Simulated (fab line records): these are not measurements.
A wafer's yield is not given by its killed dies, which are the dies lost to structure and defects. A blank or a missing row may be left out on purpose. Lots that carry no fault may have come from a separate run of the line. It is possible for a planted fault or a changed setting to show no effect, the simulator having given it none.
Matching of chambers / flow berkeley cmos170 / 3 sister chambers for UCB170_CONTACT_CLEAN_00 on wet bench-03
The step cleans in SPM, time 600 s. 14 wafers are shown with their chamber, then 7 later ones without.

WAFERS, EACH WITH ITS CHAMBER
wafer=L074.1; chamber=0; bath heat duty pct (%)=14.2
wafer=L074.2; chamber=0; bath heat duty pct (%)=13.9
wafer=L074.3; chamber=0; bath heat duty pct (%)=12.6
wafer=L076.1; chamber=2; bath heat duty pct (%)=13.6
wafer=L076.5; chamber=2; bath heat duty pct (%)=13.6
wafer=L076.6; chamber=2; bath heat duty pct (%)=13.3
wafer=L084.2; chamber=3; bath heat duty pct (%)=11.8
wafer=L084.3; chamber=3; bath heat duty pct (%)=11.6
wafer=L084.5; chamber=3; bath heat duty pct (%)=11.8
wafer=L088.3; chamber=2; bath heat duty pct (%)=13.6
wafer=L088.5; chamber=2; bath heat duty pct (%)=12.6
wafer=L088.6; chamber=2; bath heat duty pct (%)=12.7
wafer=L092.1; chamber=3; bath heat duty pct (%)=11.2
wafer=L092.2; chamber=3; bath heat duty pct (%)=11.6

SIGNATURES (averages over the wafers above)
reading=bath heat duty pct; chamber 0=13.567; chamber 2=13.233; chamber 3=11.600; scatter within a chamber=0.503
Rule: a wafer lies at a distance from a chamber equal to the root of the sum of squares, over the readings, of (its reading less the chamber's mean, divided by the reading's scatter). If the next closest chamber is less than 2 further off than the closest, the wafer can't be placed; otherwise it belongs to the closest. The scatter: the root of (the sum of the squares of (reading less its chamber's mean) over the shown wafers, divided by (wafers less chambers)).

WAFERS WHOSE CHAMBER IS MISSING
wafer=L092.3; bath heat duty pct (%)=13.1
wafer=L092.4; bath heat duty pct (%)=13.4
wafer=L092.5; bath heat duty pct (%)=12.4
wafer=L092.6; bath heat duty pct (%)=11.8
wafer=L089.1; bath heat duty pct (%)=11.7
wafer=L089.5; bath heat duty pct (%)=13.5
wafer=L089.6; bath heat duty pct (%)=12.6

WHICH CHAMBER EACH WENT THROUGH
wafer=L092.3; from the rows above=can't be placed: 2 or 0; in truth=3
wafer=L092.4; from the rows above=can't be placed: 0 or 2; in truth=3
wafer=L092.5; from the rows above=can't be placed: 3 or 2 or 0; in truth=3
wafer=L092.6; from the rows above=3; in truth=3
wafer=L089.1; from the rows above=3; in truth=3
wafer=L089.5; from the rows above=can't be placed: 0 or 2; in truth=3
wafer=L089.6; from the rows above=can't be placed: 2 or 0 or 3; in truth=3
Correctly placed: 2 of 7. Cannot be placed on the basis of these rows: 5; the candidates contain the true chamber in 2. Placed wrongly: 0.
